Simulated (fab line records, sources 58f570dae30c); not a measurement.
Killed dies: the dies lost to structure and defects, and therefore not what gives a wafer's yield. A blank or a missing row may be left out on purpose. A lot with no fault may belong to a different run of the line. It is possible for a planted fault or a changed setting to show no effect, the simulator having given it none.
2 desks, one fault | flow berkeleyCmos170 | every desk sees just its own numbers, and what lay behind them comes last

FOR THE TOOL OWNER'S DESK: rieDiel-02
The tool's own readings at UCB170_ACTIVE_ETCH_15 (etches Si3N4 in CH3F/Ar/O2, stops on SiO2, target depth 242 nm, time 151 s): means of the sampled wafers that have a number, for each lot that ran on this tool. Marked OUT: a lot whose mean sits more than 4 standard deviations from the usual mean, which makes it out of limits; the brackets give that distance.
Columns: A = drypumpMotorCurrentA at UCB170_ACTIVE_ETCH_15, usual 5.6 A; B = mfcArSccm at UCB170_ACTIVE_ETCH_15, usual 49.98 sccm; C = oesProductAu at UCB170_ACTIVE_ETCH_15, usual 0.941 a.u.; D = throttleValvePct at UCB170_ACTIVE_ETCH_15, usual 8.06 %
lot  | first seen here | A   | B     | C     | D
L880 | day 4 19:58     | 5.9 | 50.12 | 0.929 | 8.10
L883 | day 5 13:49     | 5.9 | 49.81 | 0.930 | 8.07
L895 | day 8 15:14     | 5.5 | 50.05 | 0.941 | 8.08
Finding of this desk: none of the 3 lots has anything out of limits.

FROM THE METROLOGY DESK
What the gauges read for every lot (on any tool): the sampled wafers with a number, averaged. Marked OUT: a lot whose mean sits more than 4 standard deviations from the usual mean, which makes it out of limits; the brackets give that distance. Of its 11 readings 7 are shown: those that lie furthest out on some lot.
Columns: A = ACTIVE_OXIDE_THK at UCB170_ACTIVE_THK_MEAS_03, usual 26.5 nm; B = ACTIVE_NITRIDE_THK at UCB170_ACTIVE_THK_MEAS_06, usual 220.4 nm; C = cdNm at UCB170_ACTIVE_CD_MEAS_13, usual 1199.2 nm; D = ACTIVE_OVL at UCB170_ACTIVE_OVL_MEAS_14, usual -2 nm; E = cdNm at UCB170_ACTIVE_CD_MEAS_90, usual 1199.2 nm; F = PFIELD_TW at UCB170_PFIELD_TW_MEAS_09, usual 602; G = SCREENOX_OXIDE_THK at UCB170_SCREENOX_THK_MEAS_02, usual 14.42 nm
lot  | first seen here | A    | B     | C      | D  | E      | F   | G
L880 | day 4 10:02     | 27.0 | 219.8 | 1201.4 | -9 | 1201.5 | 598 | 14.24
L878 | day 4 10:03     | 26.5 | 217.9 | 1198.5 | 4  | 1198.5 | 609 | 14.75
L883 | day 5 03:44     | 27.6 | 219.8 | 1199.6 | -2 | 1199.4 | 600 | 14.14
L895 | day 8 05:22     | 26.6 | 220.8 | 1199.4 | -4 | 1199.3 | 600 | 14.55
L901 | day 9 06:34     | 26.2 | 220.1 | 1196.8 | 3  | 1196.9 | 603 | 14.41
Finding of this desk: none of the 5 lots has anything out of limits.

TAKEN TOGETHER
The tool owner's desk saw nothing out of limits.
Nothing out of limits was seen by the metrology desk.

WHAT THE SIMULATOR PUT IN
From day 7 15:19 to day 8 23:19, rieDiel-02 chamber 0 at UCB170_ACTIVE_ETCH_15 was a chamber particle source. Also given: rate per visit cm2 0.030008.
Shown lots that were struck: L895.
